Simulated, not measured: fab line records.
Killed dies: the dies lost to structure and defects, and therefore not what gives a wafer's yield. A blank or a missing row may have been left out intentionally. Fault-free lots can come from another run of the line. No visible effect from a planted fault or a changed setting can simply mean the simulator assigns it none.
A struck lot beside a sound one ; flow rit cmos ; 18 steps out of a route of 202
Sound: these wafers, L357.2, L357.4, L357.5. The struck wafers were L355.1, L355.3, L355.5. The cause comes at the end.
Per side, at each step with rows, come the tool, then ch with its chambers, and then its first start. Under that, the readings that differ: sound wafers ; struck wafers ; difference of the means ; sigmas: that difference in standard deviations of wafers without a fault.
alike: same words and numbers on both sides, and readings whose means sit less than 2 such deviations apart. not compared: any withheld reading, any reading some wafer has no value for, any bound like >300 that may hide the same value, and any number with overlapping values for which the record gives no deviation.
A row with sigmas, a row that says differs or no value, or rows on one side alone: a step with any of these is where the two part. Numbers that have no deviation but don't overlap get no sigmas and don't part them. Lack of a reading on every wafer of one side parts them only where that side has two or more wafers.

first, 4 steps without rows for these wafers: RIT_NRETRO_SOFTBAKE_02 (time 60 s); RIT_NRETRO_EXPOSE_03 (exposes mask M4, target cd 43900 nm); RIT_NRETRO_PEB_04; RIT_NRETRO_DEVELOP_05 (develop time 68 s).
RIT_NRETRO_OVL_MEAS_06:
  sound on overlay-02, day 6 06:38; struck on overlay-01, day 5 20:47
reading;sound;struck;difference;sigmas
NRETRO_OVL (nm);3.3 3.9 2.6;-1.6 -2.0 0.1;-4.4;-3
then, 2 steps without rows for these wafers: RIT_NRETRO_HARDBAKE_07 (time 120 s); RIT_NRETRO_IMPLANT_08.
RIT_NRETRO_STRIP_09: strips in O2, time 180 s.
  sound on plasma asher-01 ch 0,1, day 6 07:04; struck on plasma asher-01 ch 0,1, day 5 21:17
  alike: drypump motor current A
  not compared: rf hours counter h
RIT_NRETRO_TW_MEAS_10:
  sound on film metro-01, day 6 07:15; struck on film metro-01, day 5 21:27
  alike: NRETRO_TW
then, 3 steps without rows for these wafers: RIT_PRETRO_HMDS_00 (prime time 60 s); RIT_PRETRO_COAT_01 (resist thk 1300 nm); RIT_PRETRO_SOFTBAKE_02 (time 60 s).
RIT_PRETRO_EXPOSE_03: exposes mask M5, target cd 43700 nm.
  sound on iline stepper-01 ch 0, day 6 07:46; struck on iline stepper-02 ch 0, day 5 21:58
reading;sound;struck;difference;sigmas
model.PRETRO.overlay x nm (nm);-0.5301 -0.5301 -0.5301;6233 6233 6233;+6234;
  alike: mask, reticle temp C
then, 2 steps without rows for these wafers: RIT_PRETRO_PEB_04; RIT_PRETRO_DEVELOP_05 (develop time 68 s).
RIT_PRETRO_OVL_MEAS_06:
  sound on overlay-02, day 6 08:17; struck on overlay-02, day 5 22:23
reading;sound;struck;difference;sigmas
PRETRO_OVL (nm);-0.5 -2.1 -0.8;- - -;no value on the struck wafers;
then, 1 step without rows for these wafers: RIT_PRETRO_HARDBAKE_07 (time 120 s).
RIT_M1_PROBE_99:
  sound on prober-02, day 7 14:13; struck on prober-02, day 7 01:31
reading;sound;struck;difference;sigmas
killed at front end;4 1 5;264 264 264;+261;+90
killed dies;4 2 6;264 264 264;+260;+90
killed on rim;1 0 2;70 70 70;+69;+49
model.etest.pmos_0p3.r on ohm um;6274 6332 6221;5268 5312 5294;-984;
model.etest.pmos turned.r on ohm um;3390 3328 3316;2814 2814 2846;-520;
model.etest.pmos_0p15.r on ohm um;2713 2658 2676;2375 2353 2383;-312;
model.etest.nmos_0p3.r on ohm um;2172 2188 2188;1754 1756 1758;-427;
model.etest.nmos turned.drive ua um;320.4 330.2 332.6;499.4 504 495.6;+171.9;
model.etest.nmos_0p15.r on ohm um;1133 1102 1124;979.3 987.6 981.6;-136.8;
model.etest.nmos_0p15.drive ua um;464.2 478.6 467.7;617.7 610.6 608.6;+142.1;
model.etest.pmos_0p15.drive ua um;259.6 267.8 266.1;341.8 343.6 341.2;+77.7;
  alike: killed at contacts, killed open, killed short

## WHERE THEY PART
Earliest at RIT_NRETRO_OVL_MEAS_06; latest, in this record, at RIT_M1_PROBE_99.

WHY: the cause the simulator had injected
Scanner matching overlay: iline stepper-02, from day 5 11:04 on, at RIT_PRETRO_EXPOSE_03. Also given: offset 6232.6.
